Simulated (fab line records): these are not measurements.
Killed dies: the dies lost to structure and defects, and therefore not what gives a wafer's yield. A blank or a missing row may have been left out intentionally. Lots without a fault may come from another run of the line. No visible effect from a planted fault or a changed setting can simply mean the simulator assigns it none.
Shared-tool check / flow rit cmos / 42 wafers sampled across 14 lots

== WHY IT WAS OPENED ==
RIT_SDANNEAL_RS_MEAS_04, reading PSD_RS: flagged on 2 of 14 lots. No-fault wafers: 115.84 ohm/sq, standard deviation 0.24.
Rule: flag the lot when none of its wafers has a number, or when each of its wafers that has one lies beyond 4 standard deviations from that mean. The rest of the lots are taken to be sound.

lot=L968; measured=day 3 08:35; on=film metro-04; PSD_RS (ohm/sq), wafer by wafer=116.03 115.95 116.12; flag=
lot=L969; measured=day 3 15:25; on=film metro-02; PSD_RS (ohm/sq), wafer by wafer=115.71 115.61 115.48; flag=
lot=L970; measured=day 3 17:08; on=film metro-04; PSD_RS (ohm/sq), wafer by wafer=116.07 116.07 116.04; flag=
lot=L971; measured=day 4 00:35; on=film metro-04; PSD_RS (ohm/sq), wafer by wafer=116.04 115.75 115.62; flag=
lot=L972; measured=day 4 03:24; on=film metro-01; PSD_RS (ohm/sq), wafer by wafer=115.84 115.88 115.73; flag=
lot=L974; measured=day 4 12:04; on=film metro-04; PSD_RS (ohm/sq), wafer by wafer=115.78 116.03 115.52; flag=
lot=L975; measured=day 4 18:55; on=film metro-04; PSD_RS (ohm/sq), wafer by wafer=116.22 115.96 115.73; flag=
lot=L976; measured=day 5 01:28; on=film metro-01; PSD_RS (ohm/sq), wafer by wafer=115.65 115.49 115.86; flag=
lot=L978; measured=day 5 08:43; on=film metro-01; PSD_RS (ohm/sq), wafer by wafer=115.59 115.71 115.59; flag=
lot=L979; measured=day 5 16:13; on=film metro-01; PSD_RS (ohm/sq), wafer by wafer=119.85 120.04 120.30; flag=FLAGGED
lot=L981; measured=day 6 07:05; on=film metro-01; PSD_RS (ohm/sq), wafer by wafer=120.47 120.20 120.08; flag=FLAGGED
lot=L986; measured=day 7 06:11; on=film metro-01; PSD_RS (ohm/sq), wafer by wafer=115.94 115.98 115.35; flag=
lot=L987; measured=day 7 11:38; on=film metro-04; PSD_RS (ohm/sq), wafer by wafer=116.02 115.99 116.05; flag=
lot=L989; measured=day 7 23:31; on=film metro-04; PSD_RS (ohm/sq), wafer by wafer=115.52 115.79 115.69; flag=
The mean of the flagged lots' numbers is 120.16 ohm/sq, +4.32 ohm/sq from the usual (+18 standard deviations).

== LOT BY LOT: THE TOOL USED ==
2 process steps preceding the reading are held in the record, out of 202 steps in the route. Cell contents, in order: the tool; ch with the chambers the sampled wafers went through; the start.
lot=L968; flag=; RIT_PSD_IMPLANT_08=implanter-03 ch 0, day 3 07:44; RIT_SDANNEAL_RTA_03=rtp anneal-01 ch 0, day 3 08:31
lot=L969; flag=; RIT_PSD_IMPLANT_08=implanter-01 ch 0, day 3 14:37; RIT_SDANNEAL_RTA_03=rtp anneal-02 ch 0, day 3 15:22
lot=L970; flag=; RIT_PSD_IMPLANT_08=implanter-03 ch 0, day 3 16:19; RIT_SDANNEAL_RTA_03=rtp anneal-01 ch 0, day 3 17:04
lot=L971; flag=; RIT_PSD_IMPLANT_08=implanter-03 ch 0, day 3 23:47; RIT_SDANNEAL_RTA_03=rtp anneal-02 ch 0, day 4 00:32
lot=L972; flag=; RIT_PSD_IMPLANT_08=implanter-01 ch 0, day 4 02:34; RIT_SDANNEAL_RTA_03=rtp anneal-01 ch 0, day 4 03:20
lot=L974; flag=; RIT_PSD_IMPLANT_08=implanter-03 ch 0, day 4 11:14; RIT_SDANNEAL_RTA_03=rtp anneal-01 ch 0, day 4 12:01
lot=L975; flag=; RIT_PSD_IMPLANT_08=implanter-03 ch 0, day 4 18:04; RIT_SDANNEAL_RTA_03=rtp anneal-01 ch 0, day 4 18:50
lot=L976; flag=; RIT_PSD_IMPLANT_08=implanter-04 ch 0, day 5 00:40; RIT_SDANNEAL_RTA_03=rtp anneal-01 ch 0, day 5 01:24
lot=L978; flag=; RIT_PSD_IMPLANT_08=implanter-04 ch 0, day 5 07:54; RIT_SDANNEAL_RTA_03=rtp anneal-01 ch 0, day 5 08:40
lot=L979; flag=FLAGGED; RIT_PSD_IMPLANT_08=implanter-03 ch 0, day 5 15:23; RIT_SDANNEAL_RTA_03=rtp anneal-01 ch 0, day 5 16:09
lot=L981; flag=FLAGGED; RIT_PSD_IMPLANT_08=implanter-03 ch 0, day 6 06:15; RIT_SDANNEAL_RTA_03=rtp anneal-01 ch 0, day 6 07:01
lot=L986; flag=; RIT_PSD_IMPLANT_08=implanter-01 ch 0, day 7 05:20; RIT_SDANNEAL_RTA_03=rtp anneal-01 ch 0, day 7 06:07
lot=L987; flag=; RIT_PSD_IMPLANT_08=implanter-04 ch 0, day 7 10:49; RIT_SDANNEAL_RTA_03=rtp anneal-01 ch 0, day 7 11:34
lot=L989; flag=; RIT_PSD_IMPLANT_08=implanter-01 ch 0, day 7 22:41; RIT_SDANNEAL_RTA_03=rtp anneal-01 ch 0, day 7 23:28
What these steps do:
- RIT_PSD_IMPLANT_08
- RIT_SDANNEAL_RTA_03: time 5 s.
- RIT_SDANNEAL_RS_MEAS_04: measures by four-point-probe.

== FLAGGED OVER TOTAL, TOOL BY TOOL (the gauges that took the reading come last) ==
step=RIT_PSD_IMPLANT_08; tool=implanter-01; lots run=4; flagged=0; share of the flagged lots=none; sound lots run after its first flagged lot=-
step=RIT_PSD_IMPLANT_08; tool=implanter-03; lots run=7; flagged=2; share of the flagged lots=all; sound lots run after its first flagged lot=0
step=RIT_PSD_IMPLANT_08; tool=implanter-04; lots run=3; flagged=0; share of the flagged lots=none; sound lots run after its first flagged lot=-
step=RIT_SDANNEAL_RTA_03; tool=rtp anneal-01; lots run=12; flagged=2; share of the flagged lots=all; sound lots run after its first flagged lot=3 (L986,L987,L989)
step=RIT_SDANNEAL_RTA_03; tool=rtp anneal-02; lots run=2; flagged=0; share of the flagged lots=none; sound lots run after its first flagged lot=-
step=RIT_SDANNEAL_RS_MEAS_04; tool=film metro-01; lots run=6; flagged=2; share of the flagged lots=all; sound lots run after its first flagged lot=1 (L986)
step=RIT_SDANNEAL_RS_MEAS_04; tool=film metro-02; lots run=1; flagged=0; share of the flagged lots=none; sound lots run after its first flagged lot=-
step=RIT_SDANNEAL_RS_MEAS_04; tool=film metro-04; lots run=7; flagged=0; share of the flagged lots=none; sound lots run after its first flagged lot=-

== WHAT THE TABLE PERMITS ==
3 rows of the table ran every flagged lot: implanter-03 at RIT_PSD_IMPLANT_08, rtp anneal-01 at RIT_SDANNEAL_RTA_03, film metro-01 at RIT_SDANNEAL_RS_MEAS_04.
- implanter-03 at RIT_PSD_IMPLANT_08: 2 of its 7 lots flagged. A fault beginning between L975 (day 4 18:04), its last sound lot, and L979 (day 5 15:23), its first flagged one, fits the data. Its own readings (beam energy keV) fall more than 4 standard deviations out on all wafers of the flagged lots.
- rtp anneal-01 at RIT_SDANNEAL_RTA_03: 2 of its 12 lots flagged. Sound lots followed the first flagged one (L986, L987, L989) on it, something a lasting fault affecting the whole tool could not allow.
- film metro-01 at RIT_SDANNEAL_RS_MEAS_04: 2 of its 6 lots flagged. Sound lots followed the first flagged one (L986) on it, something a lasting fault affecting the whole tool could not allow.
Left over: one tool, implanter-03 at RIT_PSD_IMPLANT_08.

== WHAT THE SIMULATOR HAD PUT IN ==
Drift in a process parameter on implanter-03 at RIT_PSD_IMPLANT_08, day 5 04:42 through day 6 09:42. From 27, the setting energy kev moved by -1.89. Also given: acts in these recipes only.
Lots struck among those shown: L979, L981. Same finding as the rule above.
